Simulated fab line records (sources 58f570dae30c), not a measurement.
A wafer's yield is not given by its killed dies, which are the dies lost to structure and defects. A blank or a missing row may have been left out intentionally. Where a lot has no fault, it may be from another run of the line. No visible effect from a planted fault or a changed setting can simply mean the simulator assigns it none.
Code-filled problem report in 8D (eight disciplines) form ; flow berkeley_cmos170 ; the parts of the form that need people (team, actions taken, sign-off) are left out

## 1. THE ISSUE
chamber_pressure_mTorr at UCB170_M2_METAL_ETCH_18 reads a mean of 14.403 mTorr on 6 wafers of 2 lots; wafers without a fault read 12.001 mTorr with a standard deviation of 0.011. So: +99 or more standard deviations from the usual mean.
The step: etches Al in Cl2/BCl3, stops on SiO2, target depth 1170 nm, time 195 s.
Earliest sighting: wafer L482.2 on rie_metal-02 at day 10 02:41. The record has a number at this step for 42 wafers belonging to 14 lots. The rule behind "out" and "out of limits": a value lying over 4 standard deviations away from the usual mean. Any other wafer with a number is counted as sound.

## 2. WHAT IT IS, AND WHAT IT ISN'T
question;is;is not
which readings at this step;chamber_pressure_mTorr;oes_product_au, throttle_valve_pct
which lots;L482, L484;L473, L474, L476, L477, L481, L483, L488, L490, L491, L492, L493, L495
which wafers of those lots;all that have a number;-
read on which tools;rie_metal-02;rie_metal-01, rie_metal-04
when;from day 10 02:41;"up to then (15 sound wafers); but 21 sound wafers of L483, L488, L490, L491, L492, L493, L495 came after"

## 3. THE SUSPECTS, EACH WITH WHAT RULES IT OUT
Counting: any tool at a process step up to the reading is kept as a suspect provided that every lot that is out went through it and no sound lot did after the first of them.
- rie_metal-02 at UCB170_M2_METAL_ETCH_18 (etches Al in Cl2/BCl3, stops on SiO2, target depth 1170 nm, time 195 s): kept. All lots that are out passed through it, beginning with L482 at day 10 02:41, and no sound lot followed; its final sound lot before that point was L473 at day 7 11:49. On those wafers its own readings are out: chamber_pressure_mTorr.
Left after counting: rie_metal-02 at UCB170_M2_METAL_ETCH_18.

## 4. THE CAUSE (what the simulator had put in)
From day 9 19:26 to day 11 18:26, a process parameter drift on rie_metal-02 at UCB170_M2_METAL_ETCH_18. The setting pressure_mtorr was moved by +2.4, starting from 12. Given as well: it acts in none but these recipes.
This tool alone remained once counting was done.

## 5. THE CHAIN OF EFFECTS, in route order
Each row: a reading where the mean over the struck wafers with a number is more than 3 standard deviations away from the usual. Readings are gone through only where the record gives a usual standard deviation; hours: the median, over the lots, of the time from a lot's start at the first step in this table giving one to that lot's start at this step; sigmas: the change measured in usual standard deviations.
hours;step;reading;usual;on struck wafers;change;sigmas
0;UCB170_M2_METAL_ETCH_18;chamber_pressure_mTorr;12.001 mTorr;14.403;+2.402;+99 or more
Its process steps:
- UCB170_M2_METAL_ETCH_18: etches Al in Cl2/BCl3, stops on SiO2, target depth 1170 nm, time 195 s.

## 6. HOW IT WOULD HAVE BEEN CAUGHT EARLIER
The fault began at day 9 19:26; the first out-of-limits reading in this record came at day 10 02:41, 7 hours later.
